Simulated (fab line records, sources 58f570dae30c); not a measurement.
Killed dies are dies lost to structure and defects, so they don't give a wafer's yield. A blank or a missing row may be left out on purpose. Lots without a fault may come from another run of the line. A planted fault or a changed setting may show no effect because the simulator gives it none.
Which tool did it? | flow berkeley_cmos170 | 7 lots, 21 wafers sampled, at 3 steps of a route of 331

WHAT THE GAUGES READ, wafer by wafer
UCB170_PSD_TW_MEAS_10.
lot  | measured     | on            | PSD_TW
L668 | day 6 17:29  | film_metro-03 | 2310 2300 2311
L671 | day 7 11:55  | film_metro-03 | 2333 2320 2333
L675 | day 8 09:13  | film_metro-02 | 2330 2320 2324
L682 | day 9 17:27  | film_metro-02 | 2345 2347 2351
L686 | day 10 07:04 | film_metro-01 | 1916 1924 1906
L689 | day 10 22:32 | film_metro-03 | 2289 2295 2293
L688 | day 10 22:49 | film_metro-02 | 1939 1947 1932

WHICH TOOL RAN EACH LOT (tool, then ch and the chambers of the sampled wafers, then the start)
lot  | UCB170_PSD_IMPLANT_08           | UCB170_PSD_STRIP_09
L668 | implanter-04 ch 0, day 6 17:14  | plasma_asher-04 ch 0,1, day 6 17:22
L671 | implanter-02 ch 0, day 7 11:40  | plasma_asher-02 ch 0,1, day 7 11:49
L675 | implanter-04 ch 0, day 8 08:59  | plasma_asher-04 ch 0, day 8 09:07
L682 | implanter-01 ch 0, day 9 17:12  | plasma_asher-01 ch 0,1, day 9 17:21
L686 | implanter-01 ch 0, day 10 06:49 | plasma_asher-04 ch 0,1, day 10 06:58
L689 | implanter-02 ch 0, day 10 22:19 | plasma_asher-04 ch 0,1, day 10 22:28
L688 | implanter-01 ch 0, day 10 22:34 | plasma_asher-01 ch 0,1, day 10 22:42
- UCB170_PSD_IMPLANT_08
- UCB170_PSD_STRIP_09: strips in O2.

THE ANSWER, worked out from the rows above alone
Rule: what is usual is taken from the lots themselves. Put in order of their means at a reading, lots are off if they are a third of the lots or fewer, leave a main group of 4 or more, and stand apart from it by a gap of 3 or more times the standard deviation of the main group's means; of several such gaps the widest counts. A main group whose means are all the same, to the digits that the tables above print for the reading, isn't used. A lot without any number at a reading at which 4 lots or more have one is off too. The other lots that the step has rows for count as sound.
Off: L686, L688, at UCB170_PSD_TW_MEAS_10 (PSD_TW). The main group: mean 2320, standard deviation 19.
A tool fits if, at a process step before that reading, it ran every lot that is off, and no sound lot after the first of them. The gauges at UCB170_PSD_TW_MEAS_10 are tried like those tools. One fits: implanter-01 at UCB170_PSD_IMPLANT_08. Its last sound lot is L682 (day 9 17:12), its first lot that is off L686 (day 10 06:49): a fault that began between those two fits.

WHAT THE SIMULATOR HAD PUT IN
Process parameter drift: implanter-01, from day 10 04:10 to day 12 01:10, at UCB170_PSD_IMPLANT_08. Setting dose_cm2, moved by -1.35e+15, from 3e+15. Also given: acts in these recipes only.
Lots struck among those shown: L686, L688. The rule above found the same.
